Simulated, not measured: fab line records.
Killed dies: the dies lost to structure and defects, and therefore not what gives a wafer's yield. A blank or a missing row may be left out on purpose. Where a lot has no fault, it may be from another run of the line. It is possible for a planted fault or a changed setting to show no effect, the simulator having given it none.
2 desks looking at one fault ; flow ritCmos ; what lay behind the numbers comes last; until then each desk has only its own

== AT THE TOOL OWNER'S DESK: implanter-04 ==
RIT_PLDD_IMPLANT_08, tool's own readings: per-lot mean of the sampled wafers with a number, covering each lot this tool ran. Any lot whose mean is over 4 standard deviations away from the usual mean is out of limits and marked OUT; that distance is given in the brackets.
Columns: A = tiltDeg at RIT_PLDD_IMPLANT_08, usual 6.999 degrees
lot;first seen here;A
L199;day 4 01:50;6.961
L207;day 5 11:24;6.996
L208;day 5 18:17;6.985
Result from this desk: across the 3 lots, nothing is out of limits.

== METROLOGY DESK ==
What the gauges read, lot by lot, whatever tool the lot ran on: means of the sampled wafers that have a number. Any lot whose mean is over 4 standard deviations away from the usual mean is out of limits and marked OUT; that distance is given in the brackets.
Columns: A = NLDD_TW at RIT_NLDD_TW_MEAS_10, usual 2494; B = PLDD_OVL at RIT_PLDD_OVL_MEAS_06, usual -0.5 nm; C = PLDD_TW at RIT_PLDD_TW_MEAS_10, usual 2348; D = SPACER_NITRIDE_THK at RIT_SPACER_THK_MEAS_04, usual 250.5 nm; E = NSD_OVL at RIT_NSD_OVL_MEAS_06, usual -0.5 nm; F = NSD_TW at RIT_NSD_TW_MEAS_10, usual 3109; G = PSD_OVL at RIT_PSD_OVL_MEAS_06, usual -0.6 nm
lot;first seen here;A;B;C;D;E;F;G
L199;day 4 00:43;2522;-0.2;2333;250.1;-2.3;3069;-2.2
L201;day 4 07:13;2519;0.1;2332;247.2;-2.1;3074;-1.7
L203;day 4 20:06;2520;1.2;2318;250.5;-1.9;3140;-2.0
L207;day 5 10:18;2474;0.8;2334;249.3;1.6;3142;1.2
L208;day 5 17:04;2512;-0.8;2365;252.6;-1.6;3064;-1.5
L215;day 7 05:38;2477;0.8;2334;251.5;-0.6;3151;0.7
Result from this desk: across the 6 lots, nothing is out of limits.

== TAKEN TOGETHER ==
The tool owner's desk saw nothing out of limits.
At the metrology desk, nothing out of limits was observed.

== WHAT THE SIMULATOR PUT IN ==
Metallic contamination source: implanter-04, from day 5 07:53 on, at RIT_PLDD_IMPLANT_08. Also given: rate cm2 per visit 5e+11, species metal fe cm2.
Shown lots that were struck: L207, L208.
